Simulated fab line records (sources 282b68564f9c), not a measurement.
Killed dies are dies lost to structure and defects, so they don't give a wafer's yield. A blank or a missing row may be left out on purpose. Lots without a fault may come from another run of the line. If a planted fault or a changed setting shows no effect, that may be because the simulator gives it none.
Which tool is to blame? | flow ritCmos | 12 lots, 36 wafers sampled, at 5 steps of a route of 202

## WHAT THE GAUGES READ, wafer by wafer
RIT_NWELL_TW_MEAS_10.
lot  | measured    | on           | NWELL_TW
L978 | day 1 23:28 | filmMetro-04 | 2143 2152 2145
L979 | day 2 07:03 | filmMetro-04 | 2157 2152 2175
L982 | day 2 18:09 | filmMetro-04 | 2151 2141 2152
L986 | day 3 17:41 | filmMetro-04 | 2130 2139 2137
L989 | day 4 09:53 | filmMetro-04 | 2151 2143 2155
L990 | day 4 11:10 | filmMetro-01 | 2175 2176 2170
L991 | day 4 15:13 | filmMetro-01 | 2173 2159 2168
L992 | day 4 22:49 | filmMetro-01 | 2171 2171 2167
L995 | day 5 14:08 | filmMetro-01 | 2154 2159 2165
L996 | day 5 17:19 | filmMetro-04 | 2158 2144 2153
L100 | day 6 15:56 | filmMetro-01 | 2165 2174 2161
L101 | day 6 18:44 | filmMetro-04 | 2156 2150 2149

RIT_NRETRO_OVL_MEAS_06.
lot  | measured    | on         | NRETRO_OVL (nm)
L978 | day 2 08:04 | overlay-01 | 0.5 0.5 -1.1
L979 | day 2 15:32 | overlay-01 | -1.9 -1.1 -2.6
L982 | day 3 03:00 | overlay-01 | 1.6 1.8 0.9
L986 | day 4 04:58 | overlay-02 | 420.8 420.5 420.2
L989 | day 4 17:59 | overlay-01 | 419.6 420.1 420.0
L990 | day 4 19:10 | overlay-02 | -2.1 0.9 -2.3
L991 | day 5 00:26 | overlay-02 | -0.4 -2.1 -2.4
L992 | day 5 07:29 | overlay-02 | -1.1 -0.7 -0.3
L995 | day 5 22:12 | overlay-02 | 1.2 -1.4 -1.3
L996 | day 6 01:19 | overlay-01 | 0.6 1.6 -0.9
L100 | day 6 23:52 | overlay-02 | 1.4 0.8 2.0
L101 | day 7 06:10 | overlay-01 | 0.6 -1.2 -0.3

RIT_CONTACT_CD_MEAS_90: target cd 1000 nm.
lot  | measured    | on       | cdNm (nm)
L978 | day 3 09:09 | cdSem-02 | 999.5 999.2 999.5
L979 | day 3 16:47 | cdSem-02 | 995.1 996.3 998.1
L982 | day 4 12:49 | cdSem-02 | 996.5 999.9 996.7
L986 | day 5 07:40 | cdSem-02 | 1001.3 1000.7 1000.6
L989 | day 5 18:07 | cdSem-02 | 1003.4 1002.6 1002.1
L990 | day 5 20:56 | cdSem-02 | 998.5 1001.4 999.9
L991 | day 6 03:16 | cdSem-02 | 998.3 998.2 1000.5
L992 | day 6 07:07 | cdSem-02 | 1000.4 1001.9 1002.5
L995 | day 6 23:59 | cdSem-02 | 993.7 992.5 994.1
L996 | day 7 04:51 | cdSem-02 | 999.6 1000.0 998.2
L100 | day 8 05:43 | cdSem-02 | 999.2 1000.0 999.4
L101 | day 8 09:09 | cdSem-02 | 998.9 999.1 999.9

## EACH LOT AND THE TOOL THAT RAN IT (in order: tool; ch and the chambers of the sampled wafers; start)
lot  | RIT_NRETRO_EXPOSE_03              | RIT_NSD_STRIP_09
L978 | ilineStepper-02 ch 0, day 2 07:40 | plasmaAsher-04 ch 0,1, day 3 04:05
L979 | ilineStepper-01 ch 0, day 2 15:07 | plasmaAsher-04 ch 1, day 3 11:07
L982 | ilineStepper-02 ch 0, day 3 02:34 | plasmaAsher-01 ch 0,1, day 4 07:10
L986 | ilineStepper-01 ch 0, day 4 04:34 | plasmaAsher-01 ch 0,1, day 5 02:35
L989 | ilineStepper-01 ch 0, day 4 17:29 | plasmaAsher-04 ch 0,1, day 5 12:57
L990 | ilineStepper-02 ch 0, day 4 18:46 | plasmaAsher-04 ch 0,1, day 5 15:54
L991 | ilineStepper-02 ch 0, day 5 00:01 | plasmaAsher-02 ch 0,1, day 5 22:24
L992 | ilineStepper-02 ch 0, day 5 07:04 | plasmaAsher-02 ch 0,1, day 6 02:05
L995 | ilineStepper-02 ch 0, day 5 21:48 | plasmaAsher-01 ch 0,1, day 6 19:02
L996 | ilineStepper-02 ch 0, day 6 00:53 | plasmaAsher-01 ch 0,1, day 6 23:45
L100 | ilineStepper-02 ch 0, day 6 23:26 | plasmaAsher-04 ch 0,1, day 8 00:22
L101 | ilineStepper-02 ch 0, day 7 05:44 | plasmaAsher-02 ch 0,1, day 8 03:37
- RIT_NRETRO_EXPOSE_03: exposes mask M4, target cd 43900 nm.
- RIT_NSD_STRIP_09: strips in O2, time 180 s.

## WHAT THE TOOLS THEMSELVES READ (means of the sampled wafers that have a number; where no wafer has one, the mark that the record gives instead)
RIT_NSD_STRIP_09.
lot  | tool           | drypumpMotorCurrentA (A) | rfReflPowerW (W)
L978 | plasmaAsher-04 | 5.56                     | 7.9
L979 | plasmaAsher-04 | 5.61                     | 9.0
L982 | plasmaAsher-01 | 5.87                     | 5.8
L986 | plasmaAsher-01 | 5.87                     | 5.8
L989 | plasmaAsher-04 | 5.48                     | 6.5
L990 | plasmaAsher-04 | 5.55                     | 7.8
L991 | plasmaAsher-02 | 6.06                     | 6.1
L992 | plasmaAsher-02 | 5.97                     | 6.0
L995 | plasmaAsher-01 | 5.85                     | 5.8
L996 | plasmaAsher-01 | 5.85                     | 5.8
L100 | plasmaAsher-04 | 5.55                     | 7.7
L101 | plasmaAsher-02 | 6.00                     | 6.1

## THE ANSWER, worked out from the rows above alone
Rule: the lots themselves supply what counts as usual. The widest of any qualifying gaps counts: lots, ordered by their means at a reading, are off when they make up no more than a third of the lots, leave a main group of 4 or more, and stand apart from it by 3 or more times the standard deviation of that group's means. A main group whose means are all the same, to the digits that the tables above print for the reading, isn't used. A lot without any number at a reading at which 4 lots or more have one is off too. Where the step has rows for the other lots, those lots are counted as sound. Order of review: gauges by route order, followed by the tools' own readings, for which a lot's mean as printed above is used. The first step at which some lot is off is used, and at that step the reading that is off furthest; a lot without a number counts as furthest.
Off: L986, L989, at RIT_NRETRO_OVL_MEAS_06 (NRETRO_OVL). The main group has a mean of -0.3 nm with a standard deviation of 1.1.
A tool fits if, at a process step before that reading, it ran every lot that is off, and no sound lot after the first of them. Those tools and the gauges at RIT_NRETRO_OVL_MEAS_06 are tried in the same way. One candidate fits, namely ilineStepper-01 at RIT_NRETRO_EXPOSE_03. Its last sound lot is L979 (day 2 15:07), its first lot that is off L986 (day 4 04:34): a fault that began between those two fits.

## WHAT WAS PUT IN BY THE SIMULATOR
Scanner matching overlay: ilineStepper-01, from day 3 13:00 on, at RIT_NRETRO_EXPOSE_03. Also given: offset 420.
Struck lots among those shown: L986, L989. The rule given above showed the same thing.
